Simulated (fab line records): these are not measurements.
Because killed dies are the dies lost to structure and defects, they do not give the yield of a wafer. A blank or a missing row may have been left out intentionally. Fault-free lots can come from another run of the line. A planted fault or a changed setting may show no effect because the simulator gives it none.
What tool caused it? + flow berkeleyCmos170 + 14 lots with 42 wafers sampled at 6 steps, on a route of 331 steps

== WHAT THE GAUGES SHOWED, per wafer ==
UCB170_CONTACT_OVL_MEAS_16.
| lot  | measured     | on         | CONTACT_OVL (nm) |
|------|--------------|------------|------------------|
| L611 | day 7 14:11  | overlay-02 | -8 -3 -1         |
| L614 | day 8 01:01  | overlay-02 | 6 0 -3           |
| L613 | day 8 01:09  | overlay-01 | -4 -1 -5         |
| L616 | day 8 19:21  | overlay-02 | 1 -1 0           |
| L617 | day 8 20:50  | overlay-02 | -6 -3 -4         |
| L615 | day 8 21:14  | overlay-01 | -5 -5 0          |
| L621 | day 9 04:55  | overlay-02 | 0 -1 -8          |
| L619 | day 9 05:14  | overlay-01 | -8 -4 -5         |
| L626 | day 10 09:39 | overlay-02 | 4 1 4            |
| L622 | day 10 12:46 | overlay-01 | -8 -10 1         |
| L630 | day 11 10:54 | overlay-01 | 5 0 -6           |
| L631 | day 11 22:04 | overlay-01 | 4 7 4            |
| L632 | day 11 22:20 | overlay-01 | -7 1 -2          |
| L633 | day 12 00:02 | overlay-02 | -2 2 -3          |

UCB170_M2_RS_MEAS_02: measurement is done with a four-point probe.
| lot  | measured     | on           | M2_AL_RS (ohm/sq)                         |
|------|--------------|--------------|-------------------------------------------|
| L611 | day 7 22:16  | filmMetro-03 | 0.0325 0.0328 0.0324                      |
| L614 | day 8 07:20  | filmMetro-03 | 0.0321 0.0320 0.0321                      |
| L613 | day 8 08:42  | filmMetro-01 | 0.0321 0.0323 0.0323                      |
| L616 | day 9 02:19  | filmMetro-04 | 0.0319 0.0324 0.0319                      |
| L617 | day 9 03:38  | filmMetro-04 | 0.0321 0.0321 0.0327                      |
| L615 | day 9 03:52  | filmMetro-01 | 0.0317 0.0318 0.0317                      |
| L621 | day 9 14:43  | filmMetro-03 | 0.0323 0.0322 0.0324                      |
| L619 | day 9 15:15  | filmMetro-04 | 0.0329 0.0327 0.0326                      |
| L626 | day 10 20:01 | filmMetro-01 | 0.0318 0.0318 0.0320                      |
| L622 | day 11 01:15 | filmMetro-01 | 0.0319 0.0321 0.0320                      |
| L630 | day 11 17:43 | filmMetro-04 | 0.0304 0.0301 0.0300 0.0303 0.0301 0.0300 |
| L631 | day 12 04:46 | filmMetro-04 | 0.0300 0.0301 0.0301 0.0300 0.0301 0.0302 |
| L632 | day 12 05:57 | filmMetro-01 | 0.0320 0.0319 0.0318                      |
| L633 | day 12 07:16 | filmMetro-03 | 0.0322 0.0317 0.0319                      |

UCB170_M2_THK_MEAS_03: measures by xrf.
| lot  | measured     | on           | M2_AL_THK (nm)          |
|------|--------------|--------------|-------------------------|
| L611 | day 7 22:23  | filmMetro-03 | 893 894 896             |
| L614 | day 8 07:28  | filmMetro-03 | 908 907 905             |
| L613 | day 8 08:48  | filmMetro-01 | 901 892 893             |
| L616 | day 9 02:25  | filmMetro-04 | 905 893 906             |
| L617 | day 9 03:44  | filmMetro-04 | 899 896 886             |
| L615 | day 9 03:59  | filmMetro-01 | 907 898 906             |
| L621 | day 9 14:50  | filmMetro-03 | 894 894 890             |
| L619 | day 9 15:22  | filmMetro-04 | 876 883 885             |
| L626 | day 10 20:08 | filmMetro-01 | 903 901 900             |
| L622 | day 11 01:21 | filmMetro-01 | 903 899 903             |
| L630 | day 11 21:55 | filmMetro-04 | 946 953 959 941 952 956 |
| L631 | day 12 11:02 | filmMetro-04 | 956 951 944 956 952 953 |
| L632 | day 12 06:04 | filmMetro-01 | 899 904 902             |
| L633 | day 12 07:23 | filmMetro-03 | 908 917 916             |

== EACH LOT AND THE TOOL THAT RAN IT (in order: tool; ch and the chambers of the sampled wafers; start) ==
| lot  | UCB170_M1_STRIP_13                  | UCB170_V1_CMP_02              | UCB170_M2_SPUTTER_01        |
|------|-------------------------------------|-------------------------------|-----------------------------|
| L611 | plasmaAsher-01 ch 0,1, day 7 16:33  | cmp-02 ch 1,2, day 7 19:30    | pvdSputter-01, day 7 22:11  |
| L614 | plasmaAsher-04 ch 0,1, day 8 03:13  | cmp-01 ch 1,2, day 8 04:59    | pvdSputter-03, day 8 07:16  |
| L613 | plasmaAsher-03 ch 0,1, day 8 03:29  | cmp-02 ch 1,2, day 8 06:19    | pvdSputter-01, day 8 08:34  |
| L616 | plasmaAsher-04 ch 0,1, day 8 22:11  | cmp-01 ch 2,3, day 9 00:00    | pvdSputter-02, day 9 02:12  |
| L617 | plasmaAsher-03 ch 0,1, day 8 23:01  | cmp-02 ch 0,2,3, day 9 01:17  | pvdSputter-02, day 9 03:32  |
| L615 | plasmaAsher-03 ch 0,1, day 8 23:26  | cmp-01 ch 1,2,3, day 9 01:20  | pvdSputter-02, day 9 03:46  |
| L621 | plasmaAsher-04 ch 0,1, day 9 06:58  | cmp-02 ch 1,3, day 9 08:44    | pvdSputter-03, day 9 14:38  |
| L619 | plasmaAsher-03 ch 1, day 9 07:28    | cmp-01 ch 1,2, day 9 10:04    | pvdSputter-02, day 9 15:10  |
| L626 | plasmaAsher-04 ch 0,1, day 10 12:16 | cmp-02 ch 1,2,3, day 10 14:08 | pvdSputter-01, day 10 19:55 |
| L622 | plasmaAsher-01 ch 0,1, day 10 15:14 | cmp-02 ch 0,2, day 10 20:57   | pvdSputter-02, day 11 01:08 |
| L630 | plasmaAsher-01 ch 0,1, day 11 13:02 | cmp-01 ch 0,2,3, day 11 15:20 | pvdSputter-02, day 11 17:38 |
| L631 | plasmaAsher-04 ch 0,1, day 12 00:16 | cmp-01 ch 1,2, day 12 02:05   | pvdSputter-02, day 12 04:40 |
| L632 | plasmaAsher-01 ch 0,1, day 12 00:33 | cmp-02 ch 0,1,3, day 12 03:22 | pvdSputter-01, day 12 05:52 |
| L633 | plasmaAsher-03 ch 0,1, day 12 02:12 | cmp-01 ch 0,1,3, day 12 04:43 | pvdSputter-03, day 12 07:11 |
- UCB170_M1_STRIP_13: strips in O2.
- UCB170_V1_CMP_02: polishes SiO2.
- UCB170_M2_SPUTTER_01: material Al, target thk 900 nm, time 120 s.

== WHAT THE TOOLS THEMSELVES READ (means of the sampled wafers that have a number; where no wafer has one, the mark that the record gives instead) ==
UCB170_M1_STRIP_13.
| lot  | tool           | drypumpMotorCurrentA (A) | oesProductAu (a.u.) |
|------|----------------|--------------------------|---------------------|
| L611 | plasmaAsher-01 | 5.8                      | 0.722               |
| L614 | plasmaAsher-04 | 6.1                      | 0.724               |
| L613 | plasmaAsher-03 | 6.4                      | 0.720               |
| L616 | plasmaAsher-04 | 6.2                      | 0.720               |
| L617 | plasmaAsher-03 | 6.4                      | 0.725               |
| L615 | plasmaAsher-03 | 6.4                      | 0.717               |
| L621 | plasmaAsher-04 | 6.1                      | 0.723               |
| L619 | plasmaAsher-03 | 6.0                      | 0.719               |
| L626 | plasmaAsher-04 | 6.1                      | 0.720               |
| L622 | plasmaAsher-01 | 5.6                      | 0.723               |
| L630 | plasmaAsher-01 | 5.6                      | 0.722               |
| L631 | plasmaAsher-04 | 6.1                      | 0.714               |
| L632 | plasmaAsher-01 | 5.7                      | 0.720               |
| L633 | plasmaAsher-03 | 6.4                      | 0.721               |

UCB170_V1_CMP_02.
| lot  | tool   | motorCurrentA (A) |
|------|--------|-------------------|
| L611 | cmp-02 | 13.2              |
| L614 | cmp-01 | 16.4              |
| L613 | cmp-02 | 13.7              |
| L616 | cmp-01 | 15.0              |
| L617 | cmp-02 | 15.8              |
| L615 | cmp-01 | 15.4              |
| L621 | cmp-02 | 14.2              |
| L619 | cmp-01 | 15.7              |
| L626 | cmp-02 | 15.5              |
| L622 | cmp-02 | 14.8              |
| L630 | cmp-01 | 15.3              |
| L631 | cmp-01 | 15.9              |
| L632 | cmp-02 | 14.8              |
| L633 | cmp-01 | 15.7              |

UCB170_M2_SPUTTER_01.
| lot  | tool          | cathodeDcPowerW (W) | throttleValvePct (%) |
|------|---------------|---------------------|----------------------|
| L611 | pvdSputter-01 | 6000.1              | 28.7                 |
| L614 | pvdSputter-03 | 6000.1              | 29.5                 |
| L613 | pvdSputter-01 | 5999.0              | 29.1                 |
| L616 | pvdSputter-02 | 6000.1              | 29.1                 |
| L617 | pvdSputter-02 | 5999.8              | 27.8                 |
| L615 | pvdSputter-02 | 5999.9              | 29.4                 |
| L621 | pvdSputter-03 | 6000.4              | 29.7                 |
| L619 | pvdSputter-02 | 5999.7              | 28.8                 |
| L626 | pvdSputter-01 | 6001.1              | 29.6                 |
| L622 | pvdSputter-02 | 6000.1              | 28.8                 |
| L630 | pvdSputter-02 | 6000.2              | 27.7                 |
| L631 | pvdSputter-02 | 5999.3              | 30.1                 |
| L632 | pvdSputter-01 | 6000.0              | 29.5                 |
| L633 | pvdSputter-03 | 5998.3              | 29.8                 |

== THE ANSWER, worked out from the rows above alone ==
Rule: what is usual is taken from the lots themselves. The widest of any qualifying gaps counts: lots, ordered by their means at a reading, are off when they make up no more than a third of the lots, leave a main group of 4 or more, and stand apart from it by 3 or more times the standard deviation of that group's means. A main group is skipped when, at the precision printed for the reading in the tables above, its means are all equal. Also off: a lot with no number at a reading for which 4 or more lots have one. Where the step has rows for the other lots, those lots are counted as sound. The gauges are gone through in route order, then the tools' own readings, and for those a lot's mean is taken as printed above. The first step at which some lot is off is used, and at that step the reading that is off furthest; a lot without a number counts as furthest.
Off: L630, L631, seen at UCB170_M2_RS_MEAS_02 (M2_AL_RS). Mean 0.0321 ohm/sq and standard deviation 0.00028 in the main group.
If a tool, at a process step before that reading, ran all the lots that are off and no sound lot after the first of them, it fits. The gauges at UCB170_M2_RS_MEAS_02 are tried like those tools. This does not decide it: 2 tools fit, namely pvdSputter-02 at UCB170_M2_SPUTTER_01 and filmMetro-04 at UCB170_M2_RS_MEAS_02.

== WHAT THE SIMULATOR HAD PUT IN ==
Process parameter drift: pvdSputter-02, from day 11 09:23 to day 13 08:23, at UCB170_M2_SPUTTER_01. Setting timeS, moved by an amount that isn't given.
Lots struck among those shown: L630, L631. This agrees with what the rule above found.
